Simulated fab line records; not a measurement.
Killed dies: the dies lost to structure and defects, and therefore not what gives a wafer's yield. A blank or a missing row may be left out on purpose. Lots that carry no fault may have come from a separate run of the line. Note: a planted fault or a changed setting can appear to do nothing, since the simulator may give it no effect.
Which tool did it? || flow berkeleyCmos170 || Sampling: 13 lots, 37 wafers, 3 of 331 route steps

WHAT THE GAUGES SHOWED, per wafer
UCB170_FIELD_THK_MEAS_02.
{"lot": "L841", "measured": "day 5 09:40", "on": "filmMetro-04", "FIELD_OXIDE_THK (nm)": "551 543 552"}
{"lot": "L840", "measured": "day 5 09:38", "on": "filmMetro-02", "FIELD_OXIDE_THK (nm)": "547 547 550"}
{"lot": "L842", "measured": "day 5 21:59", "on": "filmMetro-03", "FIELD_OXIDE_THK (nm)": "557 556 563"}
{"lot": "L843", "measured": "day 5 22:03", "on": "filmMetro-03", "FIELD_OXIDE_THK (nm)": "543 537 547"}
{"lot": "L844", "measured": "day 5 21:59", "on": "filmMetro-02", "FIELD_OXIDE_THK (nm)": "554 547 550"}
{"lot": "L846", "measured": "day 6 21:56", "on": "filmMetro-03", "FIELD_OXIDE_THK (nm)": "556 553 563"}
{"lot": "L847", "measured": "day 6 21:54", "on": "filmMetro-04", "FIELD_OXIDE_THK (nm)": "552 553 554"}
{"lot": "L849", "measured": "day 6 21:52", "on": "filmMetro-02", "FIELD_OXIDE_THK (nm)": "560 564 553"}
{"lot": "L851", "measured": "day 6 21:55", "on": "filmMetro-02", "FIELD_OXIDE_THK (nm)": "555 564 555"}
{"lot": "L854", "measured": "day 8 05:35", "on": "filmMetro-03", "FIELD_OXIDE_THK (nm)": 555}
{"lot": "L860", "measured": "day 9 11:40", "on": "filmMetro-03", "FIELD_OXIDE_THK (nm)": "545 538 551"}
{"lot": "L862", "measured": "day 9 11:37", "on": "filmMetro-03", "FIELD_OXIDE_THK (nm)": "555 560 562"}
{"lot": "L863", "measured": "day 10 00:17", "on": "filmMetro-03", "FIELD_OXIDE_THK (nm)": "552 567 557"}

UCB170_SDANNEAL_RS_MEAS_03: measures by four-point-probe.
{"lot": "L841", "measured": "day 7 23:56", "on": "filmMetro-03", "NSD_RS (ohm/sq)": "37.28 37.43 37.42"}
{"lot": "L840", "measured": "day 8 00:21", "on": "filmMetro-04", "NSD_RS (ohm/sq)": "37.20 37.25 37.09"}
{"lot": "L842", "measured": "day 8 11:45", "on": "filmMetro-04", "NSD_RS (ohm/sq)": "37.26 37.28 37.19"}
{"lot": "L843", "measured": "day 8 11:51", "on": "filmMetro-03", "NSD_RS (ohm/sq)": "37.31 37.38 37.30"}
{"lot": "L844", "measured": "day 8 11:22", "on": "filmMetro-03", "NSD_RS (ohm/sq)": "37.28 37.30 37.39"}
{"lot": "L846", "measured": "day 9 14:23", "on": "filmMetro-01", "NSD_RS (ohm/sq)": "37.31 37.17 37.28"}
{"lot": "L847", "measured": "day 9 13:50", "on": "filmMetro-03", "NSD_RS (ohm/sq)": "37.20 37.23 37.29"}
{"lot": "L849", "measured": "day 9 13:49", "on": "filmMetro-01", "NSD_RS (ohm/sq)": "37.35 37.43 37.35"}
{"lot": "L851", "measured": "day 9 14:22", "on": "filmMetro-03", "NSD_RS (ohm/sq)": "37.36 37.43 37.39"}
{"lot": "L854", "measured": "day 10 20:16", "on": "filmMetro-01", "NSD_RS (ohm/sq)": 37.38}
{"lot": "L860", "measured": "day 12 13:09", "on": "filmMetro-01", "NSD_RS (ohm/sq)": "37.22 37.25 37.19"}
{"lot": "L862", "measured": "day 12 13:20", "on": "filmMetro-04", "NSD_RS (ohm/sq)": "37.28 37.29 37.20"}
{"lot": "L863", "measured": "day 12 16:23", "on": "filmMetro-01", "NSD_RS (ohm/sq)": "37.32 37.29 37.30"}

EACH LOT AND THE TOOL THAT RAN IT (in order: tool; ch and the chambers of the sampled wafers; start)
{"lot": "L841", "UCB170_ZERO_ETCH_06": "rieDiel-02 ch 0,1,2, day 1 23:22"}
{"lot": "L840", "UCB170_ZERO_ETCH_06": "rieDiel-01 ch 0,1,3, day 1 23:31"}
{"lot": "L842", "UCB170_ZERO_ETCH_06": "rieDiel-02 ch 0,2,3, day 2 06:32"}
{"lot": "L843", "UCB170_ZERO_ETCH_06": "rieDiel-04 ch 0,1,3, day 2 12:34"}
{"lot": "L844", "UCB170_ZERO_ETCH_06": "rieDiel-02 ch 0,2, day 2 17:38"}
{"lot": "L846", "UCB170_ZERO_ETCH_06": "rieDiel-04 ch 0,1,2, day 3 04:59"}
{"lot": "L847", "UCB170_ZERO_ETCH_06": "rieDiel-02 ch 2,3, day 3 09:17"}
{"lot": "L849", "UCB170_ZERO_ETCH_06": "rieDiel-02 ch 1,2,3, day 3 21:14"}
{"lot": "L851", "UCB170_ZERO_ETCH_06": "rieDiel-02 ch 2,3, day 4 01:32"}
{"lot": "L854", "UCB170_ZERO_ETCH_06": "rieDiel-02 ch 1, day 4 21:56"}
{"lot": "L860", "UCB170_ZERO_ETCH_06": "rieDiel-01 ch 1,2, day 6 03:02"}
{"lot": "L862", "UCB170_ZERO_ETCH_06": "rieDiel-01 ch 0,3, day 6 08:49"}
{"lot": "L863", "UCB170_ZERO_ETCH_06": "rieDiel-01 ch 0,1,3, day 6 15:50"}
- UCB170_ZERO_ETCH_06: etches SiO2 in CHF3/CF4/Ar, time 12 s.

WHAT THE TOOLS THEMSELVES READ (means of the sampled wafers that have a number; where no wafer has one, the mark that the record gives instead)
UCB170_ZERO_ETCH_06.
{"lot": "L841", "tool": "rieDiel-02", "drypumpMotorCurrentA (A)": 5.8, "oesProductAu (a.u.)": 0.609, "rfFwdPowerW (W)": 489.7, "throttleValvePct (%)": 9.27}
{"lot": "L840", "tool": "rieDiel-01", "drypumpMotorCurrentA (A)": 5.3, "oesProductAu (a.u.)": 0.611, "rfFwdPowerW (W)": 491.6, "throttleValvePct (%)": 9.32}
{"lot": "L842", "tool": "rieDiel-02", "drypumpMotorCurrentA (A)": 5.9, "oesProductAu (a.u.)": 0.614, "rfFwdPowerW (W)": 491.6, "throttleValvePct (%)": 9.08}
{"lot": "L843", "tool": "rieDiel-04", "drypumpMotorCurrentA (A)": 6.2, "oesProductAu (a.u.)": 0.616, "rfFwdPowerW (W)": 493.4, "throttleValvePct (%)": 9.29}
{"lot": "L844", "tool": "rieDiel-02", "drypumpMotorCurrentA (A)": 5.5, "oesProductAu (a.u.)": 0.616, "rfFwdPowerW (W)": 491.5, "throttleValvePct (%)": 9.17}
{"lot": "L846", "tool": "rieDiel-04", "drypumpMotorCurrentA (A)": 6.0, "oesProductAu (a.u.)": 0.609, "rfFwdPowerW (W)": 491.6, "throttleValvePct (%)": 9.24}
{"lot": "L847", "tool": "rieDiel-02", "drypumpMotorCurrentA (A)": 5.7, "oesProductAu (a.u.)": 0.610, "rfFwdPowerW (W)": 490.2, "throttleValvePct (%)": 9.13}
{"lot": "L849", "tool": "rieDiel-02", "drypumpMotorCurrentA (A)": 5.9, "oesProductAu (a.u.)": 0.614, "rfFwdPowerW (W)": 489.0, "throttleValvePct (%)": 9.21}
{"lot": "L851", "tool": "rieDiel-02", "drypumpMotorCurrentA (A)": 5.7, "oesProductAu (a.u.)": 0.612, "rfFwdPowerW (W)": 489.6, "throttleValvePct (%)": 9.13}
{"lot": "L854", "tool": "rieDiel-02", "drypumpMotorCurrentA (A)": 6.2, "oesProductAu (a.u.)": 0.613, "rfFwdPowerW (W)": 491.9, "throttleValvePct (%)": 9.50}
{"lot": "L860", "tool": "rieDiel-01", "drypumpMotorCurrentA (A)": 5.3, "oesProductAu (a.u.)": 0.603, "rfFwdPowerW (W)": 489.4, "throttleValvePct (%)": 9.11}
{"lot": "L862", "tool": "rieDiel-01", "drypumpMotorCurrentA (A)": 5.3, "oesProductAu (a.u.)": 0.622, "rfFwdPowerW (W)": 490.5, "throttleValvePct (%)": 9.49}
{"lot": "L863", "tool": "rieDiel-01", "drypumpMotorCurrentA (A)": 5.3, "oesProductAu (a.u.)": 0.613, "rfFwdPowerW (W)": 490.7, "throttleValvePct (%)": 9.31}

THE ANSWER, worked out from the rows above alone
Rule: the usual values come from the lots themselves. The widest of any qualifying gaps counts: lots, ordered by their means at a reading, are off when they make up no more than a third of the lots, leave a main group of 4 or more, and stand apart from it by 3 or more times the standard deviation of that group's means. A main group is skipped when, at the precision printed for the reading in the tables above, its means are all equal. Also off: a lot with no number at a reading for which 4 or more lots have one. The other lots that the step has rows for count as sound. The gauges are gone through in route order, then the tools' own readings, and for those a lot's mean is taken as printed above. At the first step where some lot is off, the reading lying furthest off is the one used; lots without a number count as furthest.
Nothing can be told from this: no lot is off at any reading shown.

WHAT THE SIMULATOR PUT IN
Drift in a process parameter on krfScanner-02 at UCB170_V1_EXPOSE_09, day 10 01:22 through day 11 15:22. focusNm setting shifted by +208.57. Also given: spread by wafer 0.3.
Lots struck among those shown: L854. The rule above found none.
